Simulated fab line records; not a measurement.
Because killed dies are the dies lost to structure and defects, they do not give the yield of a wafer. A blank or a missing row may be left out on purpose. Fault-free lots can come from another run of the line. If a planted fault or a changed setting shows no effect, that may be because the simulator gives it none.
Split-lot study    flow ritCmos    27 wafers read from 5 lots, route of 202 steps

== THE SPLIT ==
At RIT_REOX_OXIDATION_03 (target thk 25.2 nm, ox time 5580 s), the setting oxTimeS was moved away from the recipe's 5580 s on 24 of the 27 wafers read, by -42.0% to +56.2%. All remaining wafers had this setting at the recipe value.

Split to reading: the file shows no intervening step.

== THE READING ==
REOX_OXIDE_THK (nm), taken at RIT_REOX_THK_MEAS_04. Typical for fault-free wafers on this fab line: 25.2 nm, with standard deviation 0.48 nm.

wafer   tool, chamber at the split  oxTimeS as run, s  against the recipe  REOX_OXIDE_THK, nm  against lot-mates on the recipe
L076.1  furnace-04, 0               5580               recipe              25.0                -
L076.2  furnace-04, 0               5580               recipe              25.4                -
L076.5  furnace-04, 0               5580               recipe              25.1                -
L078.1  -, -                        3382               -39.4%              17.7                no lot-mate on the recipe
L078.2  -, -                        3382               -39.4%              18.2                no lot-mate on the recipe
L078.3  -, -                        3382               -39.4%              18.1                no lot-mate on the recipe
L078.4  -, -                        3382               -39.4%              18.3                no lot-mate on the recipe
L078.5  -, -                        3382               -39.4%              18.0                no lot-mate on the recipe
L078.6  -, -                        3382               -39.4%              17.9                no lot-mate on the recipe
L083.1  -, -                        8069               +44.6%              32.0                no lot-mate on the recipe
L083.2  -, -                        8069               +44.6%              31.5                no lot-mate on the recipe
L083.3  -, -                        8069               +44.6%              32.0                no lot-mate on the recipe
L083.4  -, -                        8069               +44.6%              32.5                no lot-mate on the recipe
L083.5  -, -                        8069               +44.6%              32.0                no lot-mate on the recipe
L083.6  -, -                        8069               +44.6%              31.8                no lot-mate on the recipe
L084.1  -, -                        3239               -42.0%              17.7                no lot-mate on the recipe
L084.2  -, -                        3239               -42.0%              17.7                no lot-mate on the recipe
L084.3  -, -                        3239               -42.0%              18.0                no lot-mate on the recipe
L084.4  -, -                        3239               -42.0%              17.6                no lot-mate on the recipe
L084.5  -, -                        3239               -42.0%              17.8                no lot-mate on the recipe
L084.6  -, -                        3239               -42.0%              18.2                no lot-mate on the recipe
L085.1  -, -                        8717               +56.2%              33.8                no lot-mate on the recipe
L085.2  -, -                        8717               +56.2%              34.1                no lot-mate on the recipe
L085.3  -, -                        8717               +56.2%              33.6                no lot-mate on the recipe
L085.4  -, -                        8717               +56.2%              33.8                no lot-mate on the recipe
L085.5  -, -                        8717               +56.2%              33.7                no lot-mate on the recipe
L085.6  -, -                        8717               +56.2%              33.7                no lot-mate on the recipe

FIT RESULTS
A straight line over all 27 wafers: REOX_OXIDE_THK changes by +0.164 nm for each +1% of oxTimeS; r = +1.00; the points scatter about the line by 0.3 nm.
Too few moved wafers have a lot-mate on the recipe to fit a line with each lot's own level taken away.

== THE WHOLE CHAIN: every reading that the file lists as answering this split, in the file's order ==
step                   what it does                        reading                                                                           change (the file's fit)                r (the file's)
RIT_REOX_OXIDATION_03  target thk 25.2 nm, ox time 5580 s  SiO2_of_REOX_OXIDATION_03.thkNm (the simulator's own value, which no gauge read)  +0.164 nm for each +1% of the setting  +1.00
RIT_REOX_THK_MEAS_04                                       REOX_OXIDE_THK                                                                    +0.164 for each +1% of the setting     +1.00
RIT_SPACER_CLEAN_00    cleans in SC1, time 600 s           SiO2_of_REOX_OXIDATION_03.thkNm (the simulator's own value, which no gauge read)  +0.151 nm for each +1% of the setting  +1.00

== FILE'S OWN FIT ==
REOX_OXIDE_THK changes by +0.164 nm for each +1% of oxTimeS, r = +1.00.
